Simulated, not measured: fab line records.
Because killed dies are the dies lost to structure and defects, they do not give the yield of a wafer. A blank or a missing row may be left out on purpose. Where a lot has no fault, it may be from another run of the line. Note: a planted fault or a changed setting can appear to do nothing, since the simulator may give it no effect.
Which tool is to blame? :: flow rit-cmos :: 14 lots with 42 wafers sampled at 2 steps, on a route of 202 steps

WHAT THE GAUGES READ, wafer by wafer
RIT_CONTACT_THK_MEAS_01. Usual: CONTACT_TEOS_THK 400 nm, standard deviation 5.5.
lot: L522
measured: day 3 03:06
on: film-metro-01
CONTACT_TEOS_THK (nm): 400 408 408
flag: 

lot: L525
measured: day 3 19:55
on: film-metro-01
CONTACT_TEOS_THK (nm): 394 404 397
flag: 

lot: L526
measured: day 3 23:46
on: film-metro-02
CONTACT_TEOS_THK (nm): 397 395 391
flag: 

lot: L528
measured: day 4 09:05
on: film-metro-01
CONTACT_TEOS_THK (nm): 407 406 406
flag: 

lot: L531
measured: day 5 04:50
on: film-metro-02
CONTACT_TEOS_THK (nm): 397 397 405
flag: 

lot: L533
measured: day 5 14:50
on: film-metro-01
CONTACT_TEOS_THK (nm): 398 401 400
flag: 

lot: L532
measured: day 5 17:26
on: film-metro-01
CONTACT_TEOS_THK (nm): 406 407 403
flag: 

lot: L534
measured: day 5 18:36
on: film-metro-03
CONTACT_TEOS_THK (nm): 395 406 402
flag: 

lot: L536
measured: day 6 11:15
on: film-metro-01
CONTACT_TEOS_THK (nm): 403 406 409
flag: 

lot: L540
measured: day 7 02:14
on: film-metro-01
CONTACT_TEOS_THK (nm): 560 408 568
flag: OFF

lot: L542
measured: day 7 10:14
on: film-metro-01
CONTACT_TEOS_THK (nm): 396 400 399
flag: 

lot: L543
measured: day 7 14:24
on: film-metro-02
CONTACT_TEOS_THK (nm): 403 409 572
flag: OFF

lot: L544
measured: day 7 18:00
on: film-metro-01
CONTACT_TEOS_THK (nm): 399 404 401
flag: 

lot: L545
measured: day 7 22:19
on: film-metro-01
CONTACT_TEOS_THK (nm): 398 405 398
flag: 

TOOL THAT RAN EACH LOT (tool first, then ch and the chambers of the sampled wafers, then the start)
lot: L522
RIT_CONTACT_CVD_00: pecvd-04 ch 1,2, day 3 03:03

lot: L525
RIT_CONTACT_CVD_00: pecvd-04 ch 0, day 3 19:51

lot: L526
RIT_CONTACT_CVD_00: pecvd-02 ch 0,1,2, day 3 23:43

lot: L528
RIT_CONTACT_CVD_00: pecvd-04 ch 0,2, day 4 09:01

lot: L531
RIT_CONTACT_CVD_00: pecvd-04 ch 0,2, day 5 04:47

lot: L533
RIT_CONTACT_CVD_00: pecvd-02 ch 0,1, day 5 14:46

lot: L532
RIT_CONTACT_CVD_00: pecvd-03 ch 0,1,2, day 5 17:22

lot: L534
RIT_CONTACT_CVD_00: pecvd-04 ch 0,1, day 5 18:32

lot: L536
RIT_CONTACT_CVD_00: pecvd-03 ch 0,1, day 6 11:11

lot: L540
RIT_CONTACT_CVD_00: pecvd-04 ch 1,2, day 7 02:09

lot: L542
RIT_CONTACT_CVD_00: pecvd-03 ch 0,2, day 7 10:10

lot: L543
RIT_CONTACT_CVD_00: pecvd-04 ch 0,1,2, day 7 14:20

lot: L544
RIT_CONTACT_CVD_00: pecvd-02 ch 0,1,2, day 7 17:56

lot: L545
RIT_CONTACT_CVD_00: pecvd-03 ch 0,1, day 7 22:15
- RIT_CONTACT_CVD_00: deposits SiO2 from TEOS, target thk 400 nm, time 61 s.

WHAT THE TOOLS THEMSELVES READ (means of the sampled wafers that have a number; where no wafer has one, the mark that the record gives instead)
RIT_CONTACT_CVD_00. Usual: heater-power-w 308 W, standard deviation 63; susceptor-temp-C 390.02 C, standard deviation 0.23.
lot: L522
tool: pecvd-04
heater-power-w (W): 318
susceptor-temp-C (C): 390.04
flag: 

lot: L525
tool: pecvd-04
heater-power-w (W): 313
susceptor-temp-C (C): 390.21
flag: 

lot: L526
tool: pecvd-02
heater-power-w (W): 309
susceptor-temp-C (C): 389.84
flag: 

lot: L528
tool: pecvd-04
heater-power-w (W): 325
susceptor-temp-C (C): 390.07
flag: 

lot: L531
tool: pecvd-04
heater-power-w (W): 345
susceptor-temp-C (C): 389.97
flag: 

lot: L533
tool: pecvd-02
heater-power-w (W): 257
susceptor-temp-C (C): 389.99
flag: 

lot: L532
tool: pecvd-03
heater-power-w (W): 314
susceptor-temp-C (C): 390.28
flag: 

lot: L534
tool: pecvd-04
heater-power-w (W): 287
susceptor-temp-C (C): 389.95
flag: 

lot: L536
tool: pecvd-03
heater-power-w (W): 244
susceptor-temp-C (C): 390.18
flag: 

lot: L540
tool: pecvd-04
heater-power-w (W): 323
susceptor-temp-C (C): 389.75
flag: 

lot: L542
tool: pecvd-03
heater-power-w (W): 287
susceptor-temp-C (C): 390.17
flag: 

lot: L543
tool: pecvd-04
heater-power-w (W): 338
susceptor-temp-C (C): 390.10
flag: 

lot: L544
tool: pecvd-02
heater-power-w (W): 300
susceptor-temp-C (C): 390.23
flag: 

lot: L545
tool: pecvd-03
heater-power-w (W): 251
susceptor-temp-C (C): 390.18
flag: 

THE ANSWER, worked out from the rows above alone
Rule: a lot counts as off when the mean over its wafers that have a number is more than 3 standard deviations away from the usual mean. Also off: a lot with no number at a reading for which 4 or more lots have one. Where the step has rows for the other lots, those lots are counted as sound. The gauges are gone through in route order, then the tools' own readings, and for those a lot's mean is taken as printed above. The first step at which some lot is off is used, and at that step the reading that is off furthest; a lot without a number counts as furthest.
Off: L540, L543, seen at RIT_CONTACT_THK_MEAS_01 (CONTACT_TEOS_THK).
A tool fits if, at a process step before that reading, it ran every lot that is off, and no sound lot after the first of them. Those tools and the gauges at RIT_CONTACT_THK_MEAS_01 are tried in the same way. One candidate fits, namely pecvd-04 at RIT_CONTACT_CVD_00. Its last sound lot is L534 (day 5 18:32), its first lot that is off L540 (day 7 02:09): a fault that began between those two fits.

WHAT HAD BEEN PUT IN BY THE SIMULATOR
pecvd-04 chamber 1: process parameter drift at RIT_CONTACT_CVD_00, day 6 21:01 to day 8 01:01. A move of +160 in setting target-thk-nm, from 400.
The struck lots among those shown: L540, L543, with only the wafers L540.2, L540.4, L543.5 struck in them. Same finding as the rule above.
